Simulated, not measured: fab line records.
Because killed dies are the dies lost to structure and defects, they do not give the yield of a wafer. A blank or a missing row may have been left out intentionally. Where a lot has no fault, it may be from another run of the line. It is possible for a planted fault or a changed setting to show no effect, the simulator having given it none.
Comparing a struck lot with a sound one | flow rit_cmos | 18 out of 202 route steps
Sound: the wafers L868.1, L868.5, L868.6. Struck: wafers L879.2, L879.4, L879.5. Last of all comes the cause.
Order at every step that has rows: each side's tool, ch and its chambers, its first start. Under that, the readings that differ: sound wafers | struck wafers | difference of the means | sigmas: that difference in standard deviations of wafers without a fault.
alike: words and numbers the same on both sides, and readings whose means are apart by under 2 such deviations; not compared: readings that were withheld, readings missing a value for some wafer, numbers with overlapping values and no deviation given by the record, and bounds like >300 which may hide the same value.
Wherever a step has rows on one side only, a row that says differs or no value, or a row with sigmas, the two part there. Non-overlapping numbers with no deviation appear without sigmas and do not part them. A reading that every wafer of one side lacks parts them only if that side has two wafers or more.

RIT_M1_SPUTTER_00: material Al, target thk 400 nm, time 500 s.
  sound on pvd_sputter-03 at day 3 10:25; struck on pvd_sputter-01 at day 5 18:52
  alike: chamber_pressure_pa, throttle_valve_pct
RIT_M1_RS_MEAS_01: uses a four-point probe to measure.
  sound on film_metro-03 at day 3 10:42; struck on film_metro-04 at day 5 19:10
  alike: M1_AL_RS
RIT_M1_THK_MEAS_02: measures by xrf.
  sound on film_metro-03 at day 3 10:49; struck on film_metro-04 at day 5 19:17
  alike: M1_AL_THK
then, 6 steps without rows for these wafers: RIT_M1_HMDS_03 (prime time 60 s); RIT_M1_COAT_04 (resist thk 1300 nm); RIT_M1_SOFTBAKE_05 (time 60 s); RIT_M1_EXPOSE_06 (exposes mask M12, target cd 2600 nm); RIT_M1_PEB_07; RIT_M1_DEVELOP_08 (develop time 68 s).
RIT_M1_CD_MEAS_09: the cd target is 2600 nm.
  sound on cd_sem-02 at day 3 11:52; struck on cd_sem-01 at day 5 20:14
  alike: cd_nm
RIT_M1_OVL_MEAS_10:
  sound on overlay-02 at day 3 11:59; struck on overlay-01 at day 5 20:20
  alike: M1_OVL
then, 1 step without rows for these wafers: RIT_M1_HARDBAKE_11 (time 120 s).
RIT_M1_METAL_ETCH_12: etches Al in Cl2/BCl3, stops on SiO2, time 165 s, target depth 600 nm.
  sound on rie_metal-02 ch 0,1, day 3 12:17; struck on rie_metal-03 ch 0,1, day 5 20:37
  reading                                  | sound             | struck            | difference | sigmas
  model.NOVOLAK_of_M1_COAT_04.thk_nm (nm)  | 811.4 810.5 809   | 692.4 680.7 695.6 | -120.7     |
  model.SiO2_of_CONTACT_CVD_00.thk_nm (nm) | 363.7 368.8 367.9 | 343.6 348.9 351.1 | -18.9      |
  model.M1.feature_depth_nm (nm)           | 432.8 435.8 433.6 | 441 442 443.1     | +8         |
  alike: drypump_motor_current_A, oes_product_au, throttle_valve_pct
  not compared: rf_hours_counter_h
then, 1 step without rows for these wafers: RIT_M1_STRIP_13 (strips in nmp, time 600 s).
RIT_M1_STRIP_14: strips in O2, time 180 s.
  sound on plasma_asher-03 ch 0,1, day 3 12:37; struck on plasma_asher-04 ch 0,1, day 5 20:58
  alike: drypump_motor_current_A, rf_refl_power_W
  not compared: rf_hours_counter_h
RIT_M1_CD_MEAS_90: the cd target is 2600 nm.
  sound on cd_sem-02 at day 3 12:47; struck on cd_sem-01 at day 5 21:10
  reading    | sound                | struck               | difference | sigmas
  cd_nm (nm) | 2594.7 2597.6 2597.4 | 2590.6 2587.4 2587.5 | -8.1       | -3
then, 1 step without rows for these wafers: RIT_M1_ANNEAL_15 (time 1800 s).
RIT_M1_PROBE_99:
  sound on prober-02 at day 3 14:32; struck on prober-01 at day 5 22:56
  reading                               | sound                      | struck                     | difference | sigmas
  model.etest.antenna_m1.vt_shift_v (V) | -0.01262 -0.01162 -0.01298 | -0.02366 -0.02466 -0.02144 | -0.01085   |
  alike: defect_limited_yield, killed_at_front_end, killed_dies, killed_open, killed_short, sort_bin_3_pad_short, sort_bin_5_function, sort_bin_6_memory, sort_n_pass, sort_yield_pct

== WHERE THEY PART ==
Only at RIT_M1_CD_MEAS_90, within this record. Later steps at which nothing parts them and some readings are alike: RIT_M1_PROBE_99.

WHY: what the simulator had put in
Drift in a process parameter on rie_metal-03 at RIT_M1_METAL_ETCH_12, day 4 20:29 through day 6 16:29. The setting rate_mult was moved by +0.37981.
